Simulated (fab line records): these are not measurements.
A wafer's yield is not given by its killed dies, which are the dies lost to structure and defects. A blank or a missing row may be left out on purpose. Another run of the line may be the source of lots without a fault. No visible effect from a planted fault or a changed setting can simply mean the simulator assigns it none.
fab line records / flow berkeley_cmos170
[record] lots = 14 wafers = 42 last_day = 11
route steps=331 shown FIELD@90
lots that met no fault: from a run of the same line without faults
start_h: hours from the record's opening day to when the first of the lot's shown wafers began / wait_h: hours elapsed since this lot's preceding step / " repeats the value in the row above / L1.1+2: a row that stands for several wafers / - no value present, or no start provided / * or withheld: withheld / < > ~ a bound
route shown NAME@n: a module of which the file shows steps, and the number in the route of the first / usual: mean/standard deviation taken from wafers without a fault / same: alike in all rows / chamber/n: place in a boat / sites: each site's reading / _std_site: their standard deviation / _edge_site: inner sites' mean taken away from outer sites' mean / radius_mm: how far each site lies from the wafer's centre / mask NAME#n: copy n / behind: the last tool/chamber to shape the wafer / hold: cause of the lot's hold/its duration in hours/its outcome / device: the transistor (n, p or np) that didn't switch / end of line: the route-end tests of the same wafers / a step with no rows: only its recipe / killed: count of dies lost to structure and defects at first sort (not the wafer's yield) / map: the dies of a wafer, with x for killed, . for not killed, _ for no die there
set.NAME: the setting the step ran with; set.NAME@STEP: the setting that earlier step ran with / model.NAME: the simulator's own value behind a step, which no gauge read
the route's steps for a sample of lots (tables are steps, rows are wafers)
services: the hour from which a tool's chamber was out of use, counted from the record's first day as start_h (under 0 if before that day), plus the number of hours and why
[[steps]]
[step UCB170_FIELD_OXIDATION_01]
[recipe] temp_c = 1000 ambient = H2O p_h2o_torr = 584.62 target_thk_a = 5583 ox_time_s = 7200
lot.wafer=L939.2+4+6 tool=furnace-03 chamber=0 start_h=82.53 wait_h=0.8
lot.wafer=L940.3+4+6 tool=furnace-04 chamber=0 start_h=83.85 wait_h=0.7
lot.wafer=L942.3+4+5 tool=furnace-03 chamber=0 start_h=95.98 wait_h=3.0
lot.wafer=L945.4+5+6 tool=furnace-03 chamber=0 start_h=119.36 wait_h=0.3
lot.wafer=L947.1+4+5 tool=furnace-03 chamber=0 start_h=119.36 wait_h=0.7
lot.wafer=L948.1+3+6 tool=furnace-03 chamber=0 start_h=119.36 wait_h=1.0
lot.wafer=L950.2+5+6 tool=furnace-03 chamber=0 start_h=127.56 wait_h=1.0
lot.wafer=L951.3+4+5 tool=furnace-02 chamber=0 start_h=134.62 wait_h=1.8
lot.wafer=L952.2+3+5 tool=furnace-02 chamber=0 start_h=137.62 wait_h=1.1
lot.wafer=L953.3+5+6 tool=furnace-04 chamber=0 start_h=145.35 wait_h=0.9
lot.wafer=L954.3+5+6 tool=furnace-03 chamber=0 start_h=160.46 wait_h=0.5
lot.wafer=L954.3+5+6 tool=furnace-04 chamber=0 start_h=163.76 wait_h=0.3
lot.wafer=L955.1+4+6 tool=furnace-03 chamber=0 start_h=160.46 wait_h=1.1
lot.wafer=L955.1+4+6 tool=furnace-04 chamber=0 start_h=163.76 wait_h=0.3
lot.wafer=L956.2+3+5 tool=furnace-03 chamber=0 start_h=160.46 wait_h=0.1
lot.wafer=L962.2+4+5 tool=furnace-02 chamber=0 start_h=191.94 wait_h=2.3
[step UCB170_FIELD_THK_MEAS_02]
[recipe] reads = SiO2_of_FIELD_OXIDATION_01
[usual] FIELD_OXIDE_THK = 562/12
lot.wafer=L939.2 tool=film_metro-04 chamber=- start_h=85.54 wait_h=0.0 FIELD_OXIDE_THK[nm]=569
lot.wafer=L939.4 tool=film_metro-04 chamber=- start_h=85.54 wait_h=0.0 FIELD_OXIDE_THK[nm]=563
lot.wafer=L939.6 tool=film_metro-04 chamber=- start_h=85.54 wait_h=0.0 FIELD_OXIDE_THK[nm]=567
lot.wafer=L940.3 tool=film_metro-01 chamber=- start_h=86.87 wait_h=0.0 FIELD_OXIDE_THK[nm]=546
lot.wafer=L940.4 tool=film_metro-01 chamber=- start_h=86.87 wait_h=0.0 FIELD_OXIDE_THK[nm]=554
lot.wafer=L940.6 tool=film_metro-01 chamber=- start_h=86.87 wait_h=0.0 FIELD_OXIDE_THK[nm]=543
lot.wafer=L942.3 tool=film_metro-01 chamber=- start_h=99.00 wait_h=0.0 FIELD_OXIDE_THK[nm]=556
lot.wafer=L942.4 tool=film_metro-01 chamber=- start_h=99.00 wait_h=0.0 FIELD_OXIDE_THK[nm]=548
lot.wafer=L942.5 tool=film_metro-01 chamber=- start_h=99.00 wait_h=0.0 FIELD_OXIDE_THK[nm]=559
lot.wafer=L947.1 tool=film_metro-01 chamber=- start_h=122.42 wait_h=0.1 FIELD_OXIDE_THK[nm]=558
lot.wafer=L947.4 tool=film_metro-01 chamber=- start_h=122.42 wait_h=0.1 FIELD_OXIDE_THK[nm]=556
lot.wafer=L947.5 tool=film_metro-01 chamber=- start_h=122.42 wait_h=0.1 FIELD_OXIDE_THK[nm]=558
lot.wafer=L948.1 tool=film_metro-04 chamber=- start_h=122.42 wait_h=0.1 FIELD_OXIDE_THK[nm]=543
lot.wafer=L948.3 tool=film_metro-04 chamber=- start_h=122.42 wait_h=0.1 FIELD_OXIDE_THK[nm]=541
lot.wafer=L948.6 tool=film_metro-04 chamber=- start_h=122.42 wait_h=0.1 FIELD_OXIDE_THK[nm]=534
lot.wafer=L945.4 tool=film_metro-01 chamber=- start_h=122.51 wait_h=0.1 FIELD_OXIDE_THK[nm]=574
lot.wafer=L945.5 tool=film_metro-01 chamber=- start_h=122.51 wait_h=0.1 FIELD_OXIDE_THK[nm]=577
lot.wafer=L945.6 tool=film_metro-01 chamber=- start_h=122.51 wait_h=0.1 FIELD_OXIDE_THK[nm]=569
lot.wafer=L950.2 tool=film_metro-02 chamber=- start_h=130.57 wait_h=0.0 FIELD_OXIDE_THK[nm]=555
lot.wafer=L950.5 tool=film_metro-02 chamber=- start_h=130.57 wait_h=0.0 FIELD_OXIDE_THK[nm]=554
lot.wafer=L950.6 tool=film_metro-02 chamber=- start_h=130.57 wait_h=0.0 FIELD_OXIDE_THK[nm]=549
lot.wafer=L951.3 tool=film_metro-01 chamber=- start_h=137.64 wait_h=0.0 FIELD_OXIDE_THK[nm]=576
lot.wafer=L951.4 tool=film_metro-01 chamber=- start_h=137.64 wait_h=0.0 FIELD_OXIDE_THK[nm]=571
lot.wafer=L951.5 tool=film_metro-01 chamber=- start_h=137.64 wait_h=0.0 FIELD_OXIDE_THK[nm]=576
lot.wafer=L952.2 tool=film_metro-01 chamber=- start_h=140.63 wait_h=0.0 FIELD_OXIDE_THK[nm]=587
lot.wafer=L952.3 tool=film_metro-01 chamber=- start_h=140.63 wait_h=0.0 FIELD_OXIDE_THK[nm]=586
lot.wafer=L952.5 tool=film_metro-01 chamber=- start_h=140.63 wait_h=0.0 FIELD_OXIDE_THK[nm]=581
lot.wafer=L953.3 tool=film_metro-04 chamber=- start_h=148.37 wait_h=0.0 FIELD_OXIDE_THK[nm]=543
lot.wafer=L953.5 tool=film_metro-04 chamber=- start_h=148.37 wait_h=0.0 FIELD_OXIDE_THK[nm]=549
lot.wafer=L953.6 tool=film_metro-04 chamber=- start_h=148.37 wait_h=0.0 FIELD_OXIDE_THK[nm]=560
lot.wafer=L956.2 tool=film_metro-02 chamber=- start_h=163.47 wait_h=0.0 FIELD_OXIDE_THK[nm]=565
lot.wafer=L956.3 tool=film_metro-02 chamber=- start_h=163.47 wait_h=0.0 FIELD_OXIDE_THK[nm]=559
lot.wafer=L956.5 tool=film_metro-02 chamber=- start_h=163.47 wait_h=0.0 FIELD_OXIDE_THK[nm]=571
lot.wafer=L955.1 tool=film_metro-04 chamber=- start_h=166.76 wait_h=0.0 FIELD_OXIDE_THK[nm]=838
lot.wafer=L955.4 tool=film_metro-04 chamber=- start_h=166.76 wait_h=0.0 FIELD_OXIDE_THK[nm]=833
lot.wafer=L955.6 tool=film_metro-04 chamber=- start_h=166.76 wait_h=0.0 FIELD_OXIDE_THK[nm]=844
lot.wafer=L954.3 tool=film_metro-01 chamber=- start_h=166.92 wait_h=0.2 FIELD_OXIDE_THK[nm]=877
lot.wafer=L954.5 tool=film_metro-01 chamber=- start_h=166.92 wait_h=0.2 FIELD_OXIDE_THK[nm]=888
lot.wafer=L954.6 tool=film_metro-01 chamber=- start_h=166.92 wait_h=0.2 FIELD_OXIDE_THK[nm]=882
lot.wafer=L962.2 tool=film_metro-04 chamber=- start_h=194.95 wait_h=0.0 FIELD_OXIDE_THK[nm]=581
lot.wafer=L962.4 tool=film_metro-04 chamber=- start_h=194.95 wait_h=0.0 FIELD_OXIDE_THK[nm]=582
lot.wafer=L962.5 tool=film_metro-04 chamber=- start_h=194.95 wait_h=0.0 FIELD_OXIDE_THK[nm]=576
[step UCB170_FIELD_THK_MEAS_90]
[recipe] reads = SiO2_of_FIELD_OXIDATION_01
[usual] FIELD_OXIDE_LEFT_1_THK = 445/12
lot.wafer=L939.2 tool=film_metro-04 chamber=- start_h=93.00 wait_h=0.0 FIELD_OXIDE_LEFT_1_THK[nm]=453
lot.wafer=L939.4 tool=film_metro-04 chamber=- start_h=93.00 wait_h=0.0 FIELD_OXIDE_LEFT_1_THK[nm]=446
lot.wafer=L939.6 tool=film_metro-04 chamber=- start_h=93.00 wait_h=0.0 FIELD_OXIDE_LEFT_1_THK[nm]=450
lot.wafer=L940.3 tool=film_metro-01 chamber=- start_h=93.01 wait_h=0.0 FIELD_OXIDE_LEFT_1_THK[nm]=431
lot.wafer=L940.4 tool=film_metro-01 chamber=- start_h=93.01 wait_h=0.0 FIELD_OXIDE_LEFT_1_THK[nm]=439
lot.wafer=L940.6 tool=film_metro-01 chamber=- start_h=93.01 wait_h=0.0 FIELD_OXIDE_LEFT_1_THK[nm]=427
lot.wafer=L942.3 tool=film_metro-04 chamber=- start_h=106.82 wait_h=0.0 FIELD_OXIDE_LEFT_1_THK[nm]=441
lot.wafer=L942.4 tool=film_metro-04 chamber=- start_h=106.82 wait_h=0.0 FIELD_OXIDE_LEFT_1_THK[nm]=433
lot.wafer=L942.5 tool=film_metro-04 chamber=- start_h=106.82 wait_h=0.0 FIELD_OXIDE_LEFT_1_THK[nm]=443
lot.wafer=L947.1 tool=film_metro-04 chamber=- start_h=128.56 wait_h=0.0 FIELD_OXIDE_LEFT_1_THK[nm]=442
lot.wafer=L947.4 tool=film_metro-04 chamber=- start_h=128.56 wait_h=0.0 FIELD_OXIDE_LEFT_1_THK[nm]=441
lot.wafer=L947.5 tool=film_metro-04 chamber=- start_h=128.56 wait_h=0.0 FIELD_OXIDE_LEFT_1_THK[nm]=442
lot.wafer=L948.1 tool=film_metro-01 chamber=- start_h=129.10 wait_h=0.0 FIELD_OXIDE_LEFT_1_THK[nm]=426
lot.wafer=L948.3 tool=film_metro-01 chamber=- start_h=129.10 wait_h=0.0 FIELD_OXIDE_LEFT_1_THK[nm]=424
lot.wafer=L948.6 tool=film_metro-01 chamber=- start_h=129.10 wait_h=0.0 FIELD_OXIDE_LEFT_1_THK[nm]=417
lot.wafer=L945.4 tool=film_metro-04 chamber=- start_h=129.13 wait_h=0.0 FIELD_OXIDE_LEFT_1_THK[nm]=456
lot.wafer=L945.5 tool=film_metro-04 chamber=- start_h=129.13 wait_h=0.0 FIELD_OXIDE_LEFT_1_THK[nm]=460
lot.wafer=L945.6 tool=film_metro-04 chamber=- start_h=129.13 wait_h=0.0 FIELD_OXIDE_LEFT_1_THK[nm]=451
lot.wafer=L950.2 tool=film_metro-04 chamber=- start_h=136.88 wait_h=0.0 FIELD_OXIDE_LEFT_1_THK[nm]=437
lot.wafer=L950.5 tool=film_metro-04 chamber=- start_h=136.88 wait_h=0.0 FIELD_OXIDE_LEFT_1_THK[nm]=436
lot.wafer=L950.6 tool=film_metro-04 chamber=- start_h=136.88 wait_h=0.0 FIELD_OXIDE_LEFT_1_THK[nm]=431
lot.wafer=L952.2 tool=film_metro-01 chamber=- start_h=146.07 wait_h=0.0 FIELD_OXIDE_LEFT_1_THK[nm]=469
lot.wafer=L952.3 tool=film_metro-01 chamber=- start_h=146.07 wait_h=0.0 FIELD_OXIDE_LEFT_1_THK[nm]=469
lot.wafer=L952.5 tool=film_metro-01 chamber=- start_h=146.07 wait_h=0.0 FIELD_OXIDE_LEFT_1_THK[nm]=463
lot.wafer=L951.3 tool=film_metro-04 chamber=- start_h=146.08 wait_h=0.0 FIELD_OXIDE_LEFT_1_THK[nm]=460
lot.wafer=L951.4 tool=film_metro-04 chamber=- start_h=146.08 wait_h=0.0 FIELD_OXIDE_LEFT_1_THK[nm]=455
lot.wafer=L951.5 tool=film_metro-04 chamber=- start_h=146.08 wait_h=0.0 FIELD_OXIDE_LEFT_1_THK[nm]=460
lot.wafer=L953.3 tool=film_metro-01 chamber=- start_h=155.47 wait_h=0.0 FIELD_OXIDE_LEFT_1_THK[nm]=427
lot.wafer=L953.5 tool=film_metro-01 chamber=- start_h=155.47 wait_h=0.0 FIELD_OXIDE_LEFT_1_THK[nm]=432
lot.wafer=L953.6 tool=film_metro-01 chamber=- start_h=155.47 wait_h=0.0 FIELD_OXIDE_LEFT_1_THK[nm]=443
lot.wafer=L956.2 tool=film_metro-04 chamber=- start_h=170.23 wait_h=0.1 FIELD_OXIDE_LEFT_1_THK[nm]=449
lot.wafer=L956.3 tool=film_metro-04 chamber=- start_h=170.23 wait_h=0.1 FIELD_OXIDE_LEFT_1_THK[nm]=443
lot.wafer=L956.5 tool=film_metro-04 chamber=- start_h=170.23 wait_h=0.1 FIELD_OXIDE_LEFT_1_THK[nm]=455
lot.wafer=L955.1 tool=film_metro-01 chamber=- start_h=173.67 wait_h=0.0 FIELD_OXIDE_LEFT_1_THK[nm]=722
lot.wafer=L955.4 tool=film_metro-01 chamber=- start_h=173.67 wait_h=0.0 FIELD_OXIDE_LEFT_1_THK[nm]=717
lot.wafer=L955.6 tool=film_metro-01 chamber=- start_h=173.67 wait_h=0.0 FIELD_OXIDE_LEFT_1_THK[nm]=727
lot.wafer=L954.3 tool=film_metro-02 chamber=- start_h=173.69 wait_h=0.0 FIELD_OXIDE_LEFT_1_THK[nm]=761
lot.wafer=L954.5 tool=film_metro-02 chamber=- start_h=173.69 wait_h=0.0 FIELD_OXIDE_LEFT_1_THK[nm]=772
lot.wafer=L954.6 tool=film_metro-02 chamber=- start_h=173.69 wait_h=0.0 FIELD_OXIDE_LEFT_1_THK[nm]=765
lot.wafer=L962.2 tool=film_metro-02 chamber=- start_h=203.51 wait_h=0.0 FIELD_OXIDE_LEFT_1_THK[nm]=464
lot.wafer=L962.4 tool=film_metro-02 chamber=- start_h=203.51 wait_h=0.0 FIELD_OXIDE_LEFT_1_THK[nm]=465
lot.wafer=L962.5 tool=film_metro-02 chamber=- start_h=203.51 wait_h=0.0 FIELD_OXIDE_LEFT_1_THK[nm]=459
[step UCB170_FIELD_THK_MEAS_91]
[recipe] reads = SiO2_of_FIELD_OXIDATION_01
[usual] FIELD_OXIDE_LEFT_2_THK = 357/12
lot.wafer=L940.3 tool=film_metro-01 chamber=- start_h=109.58 wait_h=0.0 FIELD_OXIDE_LEFT_2_THK[nm]=342
lot.wafer=L940.4 tool=film_metro-01 chamber=- start_h=109.58 wait_h=0.0 FIELD_OXIDE_LEFT_2_THK[nm]=350
lot.wafer=L940.6 tool=film_metro-01 chamber=- start_h=109.58 wait_h=0.0 FIELD_OXIDE_LEFT_2_THK[nm]=338
lot.wafer=L939.2 tool=film_metro-02 chamber=- start_h=110.75 wait_h=0.0 FIELD_OXIDE_LEFT_2_THK[nm]=364
lot.wafer=L939.4 tool=film_metro-02 chamber=- start_h=110.75 wait_h=0.0 FIELD_OXIDE_LEFT_2_THK[nm]=358
lot.wafer=L939.6 tool=film_metro-02 chamber=- start_h=110.75 wait_h=0.0 FIELD_OXIDE_LEFT_2_THK[nm]=362
lot.wafer=L942.3 tool=film_metro-01 chamber=- start_h=120.84 wait_h=0.0 FIELD_OXIDE_LEFT_2_THK[nm]=352
lot.wafer=L942.4 tool=film_metro-01 chamber=- start_h=120.84 wait_h=0.0 FIELD_OXIDE_LEFT_2_THK[nm]=344
lot.wafer=L942.5 tool=film_metro-01 chamber=- start_h=120.84 wait_h=0.0 FIELD_OXIDE_LEFT_2_THK[nm]=355
lot.wafer=L947.1 tool=film_metro-02 chamber=- start_h=140.86 wait_h=0.0 FIELD_OXIDE_LEFT_2_THK[nm]=354
lot.wafer=L947.4 tool=film_metro-02 chamber=- start_h=140.86 wait_h=0.0 FIELD_OXIDE_LEFT_2_THK[nm]=353
lot.wafer=L947.5 tool=film_metro-02 chamber=- start_h=140.86 wait_h=0.0 FIELD_OXIDE_LEFT_2_THK[nm]=354
lot.wafer=L948.1 tool=film_metro-01 chamber=- start_h=141.36 wait_h=0.0 FIELD_OXIDE_LEFT_2_THK[nm]=336
lot.wafer=L948.3 tool=film_metro-01 chamber=- start_h=141.36 wait_h=0.0 FIELD_OXIDE_LEFT_2_THK[nm]=335
lot.wafer=L948.6 tool=film_metro-01 chamber=- start_h=141.36 wait_h=0.0 FIELD_OXIDE_LEFT_2_THK[nm]=328
lot.wafer=L945.4 tool=film_metro-01 chamber=- start_h=141.89 wait_h=0.0 FIELD_OXIDE_LEFT_2_THK[nm]=367
lot.wafer=L945.5 tool=film_metro-01 chamber=- start_h=141.89 wait_h=0.0 FIELD_OXIDE_LEFT_2_THK[nm]=371
lot.wafer=L945.6 tool=film_metro-01 chamber=- start_h=141.89 wait_h=0.0 FIELD_OXIDE_LEFT_2_THK[nm]=363
lot.wafer=L950.2 tool=film_metro-04 chamber=- start_h=153.70 wait_h=0.0 FIELD_OXIDE_LEFT_2_THK[nm]=349
lot.wafer=L950.5 tool=film_metro-04 chamber=- start_h=153.70 wait_h=0.0 FIELD_OXIDE_LEFT_2_THK[nm]=348
lot.wafer=L950.6 tool=film_metro-04 chamber=- start_h=153.70 wait_h=0.0 FIELD_OXIDE_LEFT_2_THK[nm]=343
lot.wafer=L951.3 tool=film_metro-02 chamber=- start_h=160.33 wait_h=0.0 FIELD_OXIDE_LEFT_2_THK[nm]=373
lot.wafer=L951.4 tool=film_metro-02 chamber=- start_h=160.33 wait_h=0.0 FIELD_OXIDE_LEFT_2_THK[nm]=366
lot.wafer=L951.5 tool=film_metro-02 chamber=- start_h=160.33 wait_h=0.0 FIELD_OXIDE_LEFT_2_THK[nm]=372
lot.wafer=L952.2 tool=film_metro-04 chamber=- start_h=161.80 wait_h=0.0 FIELD_OXIDE_LEFT_2_THK[nm]=381
lot.wafer=L952.3 tool=film_metro-04 chamber=- start_h=161.80 wait_h=0.0 FIELD_OXIDE_LEFT_2_THK[nm]=381
lot.wafer=L952.5 tool=film_metro-04 chamber=- start_h=161.80 wait_h=0.0 FIELD_OXIDE_LEFT_2_THK[nm]=375
lot.wafer=L953.3 tool=film_metro-02 chamber=- start_h=172.24 wait_h=0.0 FIELD_OXIDE_LEFT_2_THK[nm]=339
lot.wafer=L953.5 tool=film_metro-02 chamber=- start_h=172.24 wait_h=0.0 FIELD_OXIDE_LEFT_2_THK[nm]=344
lot.wafer=L953.6 tool=film_metro-02 chamber=- start_h=172.24 wait_h=0.0 FIELD_OXIDE_LEFT_2_THK[nm]=355
lot.wafer=L956.2 tool=film_metro-01 chamber=- start_h=186.16 wait_h=0.0 FIELD_OXIDE_LEFT_2_THK[nm]=361
lot.wafer=L956.3 tool=film_metro-01 chamber=- start_h=186.16 wait_h=0.0 FIELD_OXIDE_LEFT_2_THK[nm]=355
lot.wafer=L956.5 tool=film_metro-01 chamber=- start_h=186.16 wait_h=0.0 FIELD_OXIDE_LEFT_2_THK[nm]=366
lot.wafer=L954.3 tool=film_metro-02 chamber=- start_h=186.90 wait_h=0.0 FIELD_OXIDE_LEFT_2_THK[nm]=673
lot.wafer=L954.5 tool=film_metro-02 chamber=- start_h=186.90 wait_h=0.0 FIELD_OXIDE_LEFT_2_THK[nm]=684
lot.wafer=L954.6 tool=film_metro-02 chamber=- start_h=186.90 wait_h=0.0 FIELD_OXIDE_LEFT_2_THK[nm]=677
lot.wafer=L955.1 tool=film_metro-02 chamber=- start_h=187.60 wait_h=0.0 FIELD_OXIDE_LEFT_2_THK[nm]=634
lot.wafer=L955.4 tool=film_metro-02 chamber=- start_h=187.60 wait_h=0.0 FIELD_OXIDE_LEFT_2_THK[nm]=630
lot.wafer=L955.6 tool=film_metro-02 chamber=- start_h=187.60 wait_h=0.0 FIELD_OXIDE_LEFT_2_THK[nm]=639
lot.wafer=L962.2 tool=film_metro-01 chamber=- start_h=216.42 wait_h=0.0 FIELD_OXIDE_LEFT_2_THK[nm]=376
lot.wafer=L962.4 tool=film_metro-01 chamber=- start_h=216.42 wait_h=0.0 FIELD_OXIDE_LEFT_2_THK[nm]=377
lot.wafer=L962.5 tool=film_metro-01 chamber=- start_h=216.42 wait_h=0.0 FIELD_OXIDE_LEFT_2_THK[nm]=370
[[services]]
tool=furnace-02 chamber=- start_h=177.44 hours=3.2 kind=pm
tool=furnace-02 chamber=- start_h=180.60 hours=2.3 kind=pm
tool=furnace-03 chamber=- start_h=191.45 hours=4.0 kind=pm
[[key]]
[first_sign] step = UCB170_FIELD_OXIDATION_01 reading = visit direction = added
[effect] step = UCB170_FIELD_THK_MEAS_02 reading = FIELD_OXIDE_THK direction = up sigmas = 25 usual = 562 struck = 860
[effect] step = UCB170_FIELD_THK_MEAS_90 reading = FIELD_OXIDE_LEFT_1_THK direction = up sigmas = 25 usual = 445 struck = 744
[effect] step = UCB170_FIELD_THK_MEAS_91 reading = FIELD_OXIDE_LEFT_2_THK direction = up sigmas = 25 usual = 357 struck = 656
met_at UCB170_FIELD_OXIDATION_01
struck_lots L954,L955
tester_left_out L954,L955
[fault] kind = repeated_step_whole tool = furnace-02,furnace-03,furnace-04 chamber = - onset_h = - steps = UCB170_FIELD_OXIDATION_01 times = 1 scope = struck_lots_only
// tester_left_out: of these lots the tester's yield and bins aren't shown, on N5 and GAA mostly nor the transistor test; their killed dies are dies lost to structure and defects alone, not to doping, threshold or leakage, so they don't give the yield
